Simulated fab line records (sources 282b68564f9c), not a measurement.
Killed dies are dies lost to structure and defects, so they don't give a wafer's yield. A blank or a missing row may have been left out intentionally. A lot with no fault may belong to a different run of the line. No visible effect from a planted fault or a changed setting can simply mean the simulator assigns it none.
Which tool did it?    flow rit-cmos    7 lots with 21 wafers sampled at 2 steps, on a route of 202 steps

== WHAT THE GAUGES READ, wafer by wafer ==
RIT_ACTIVE_THK_MEAS_02.
lot   measured     on             ACTIVE_OXIDE_THK (nm)
L218  day 1 17:04  film-metro-03  47.4 47.3 46.7
L221  day 2 08:44  film-metro-03  46.4 46.6 46.1
L223  day 2 18:03  film-metro-04  47.0 47.5 47.7
L226  day 3 09:25  film-metro-03  46.5 47.1 46.6
L228  day 3 19:03  film-metro-02  45.1 45.4 45.5
L237  day 5 16:13  film-metro-03  29.6 29.1 29.5
L239  day 6 02:04  film-metro-03  47.7 47.8 47.6

== EACH LOT AND THE TOOL THAT RAN IT (in order: tool; ch and the chambers of the sampled wafers; start) ==
lot   RIT_ACTIVE_OXIDATION_01
L218  furnace-01 ch 0, day 1 15:07
L221  furnace-04 ch 0, day 2 06:48
L223  furnace-04 ch 0, day 2 16:07
L226  furnace-01 ch 0, day 3 07:28
L228  furnace-02 ch 0, day 3 17:07
L237  furnace-04 ch 0, day 5 14:15
L239  furnace-01 ch 0, day 6 00:07
- RIT_ACTIVE_OXIDATION_01: target thk 46.8 nm, ox time 3360 s.

== THE ANSWER, worked out from the rows above alone ==
Rule: what is usual is taken from the lots themselves. The widest of any qualifying gaps counts: lots, ordered by their means at a reading, are off when they make up no more than a third of the lots, leave a main group of 4 or more, and stand apart from it by 3 or more times the standard deviation of that group's means. The tables above print the reading to a certain number of digits; a main group whose means all agree to those digits is not used. Also off: a lot with no number at a reading for which 4 or more lots have one. All remaining lots with rows at the step are treated as sound.
Off: L237, seen at RIT_ACTIVE_THK_MEAS_02 (ACTIVE_OXIDE_THK). Main group: mean 46.8 nm, sd 0.78.
If a tool, at a process step before that reading, ran all the lots that are off and no sound lot after the first of them, it fits. Gauges at RIT_ACTIVE_THK_MEAS_02: tried the same way as those tools. One fits: RIT_ACTIVE_OXIDATION_01 on furnace-04. Its last sound lot is L223 (day 2 16:07), its first lot that is off L237 (day 5 14:15): a fault that began between those two fits.

== WHAT THE SIMULATOR HAD INSERTED ==
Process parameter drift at RIT_ACTIVE_OXIDATION_01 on furnace-04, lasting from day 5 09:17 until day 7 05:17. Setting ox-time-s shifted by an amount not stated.
Lots struck among those shown: L237. The same result came from the rule above.
